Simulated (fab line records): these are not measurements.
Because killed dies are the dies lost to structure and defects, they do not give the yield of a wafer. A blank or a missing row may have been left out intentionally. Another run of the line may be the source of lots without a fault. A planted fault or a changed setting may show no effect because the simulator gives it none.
The same fault as seen by 2 desks + flow ritCmos + only its own numbers are on each desk; what lay behind them is given at the end

== FOR THE TOOL OWNER'S DESK: furnace-01 ==
The tool's own readings at RIT_FOX2_OXIDATION_00 (target thk 350.7 nm, ox time 1130 s): means of the sampled wafers that have a number, for each lot that ran on this tool. Any lot whose mean is over 4 standard deviations away from the usual mean is out of limits and marked OUT; that distance is given in the brackets.
Columns: A = spikeTcCentreC at RIT_FOX2_OXIDATION_00, usual 1101.8 C
| lot  | first seen here | A      |
|------|-----------------|--------|
| L482 | day 1 17:45     | 1101.5 |
| L489 | day 3 07:35     | 1102.7 |
| L491 | day 3 17:08     | 1101.5 |
This desk's finding: nothing out of limits on any of the 3 lots.

== THE METROLOGY DESK ==
Means of the sampled wafers that have a number, per lot and without regard to the tool the lot ran on: this is what the gauges read. Any lot whose mean is over 4 standard deviations away from the usual mean is out of limits and marked OUT; that distance is given in the brackets.
Columns: A = FOX2_OXIDE_THK at RIT_FOX2_THK_MEAS_01, usual 353 nm; B = FIELD_OXIDE_LEFT_1_THK at RIT_FOX2_THK_MEAS_90, usual 326 nm
| lot  | first seen here | A   | B   |
|------|-----------------|-----|-----|
| L482 | day 1 19:04     | 353 | 326 |
| L483 | day 1 23:59     | 363 | 335 |
| L485 | day 2 12:16     | 354 | 327 |
| L486 | day 2 15:49     | 359 | 331 |
| L487 | day 2 22:14     | 352 | 324 |
| L489 | day 3 08:54     | 353 | 326 |
| L491 | day 3 18:29     | 340 | 312 |
| L496 | day 4 19:17     | 357 | 329 |
| L499 | day 5 09:26     | 353 | 326 |
| L500 | day 5 14:10     | 351 | 323 |
| L501 | day 5 18:49     | 351 | 323 |
| L502 | day 5 23:44     | 348 | 321 |
| L505 | day 6 17:26     | 353 | 326 |
This desk's finding: nothing out of limits on any of the 13 lots.

== BROUGHT TOGETHER ==
The desk of the tool owner found nothing out of limits.
Nothing out of limits was seen by the metrology desk.

== WHAT HAD BEEN PUT IN BY THE SIMULATOR ==
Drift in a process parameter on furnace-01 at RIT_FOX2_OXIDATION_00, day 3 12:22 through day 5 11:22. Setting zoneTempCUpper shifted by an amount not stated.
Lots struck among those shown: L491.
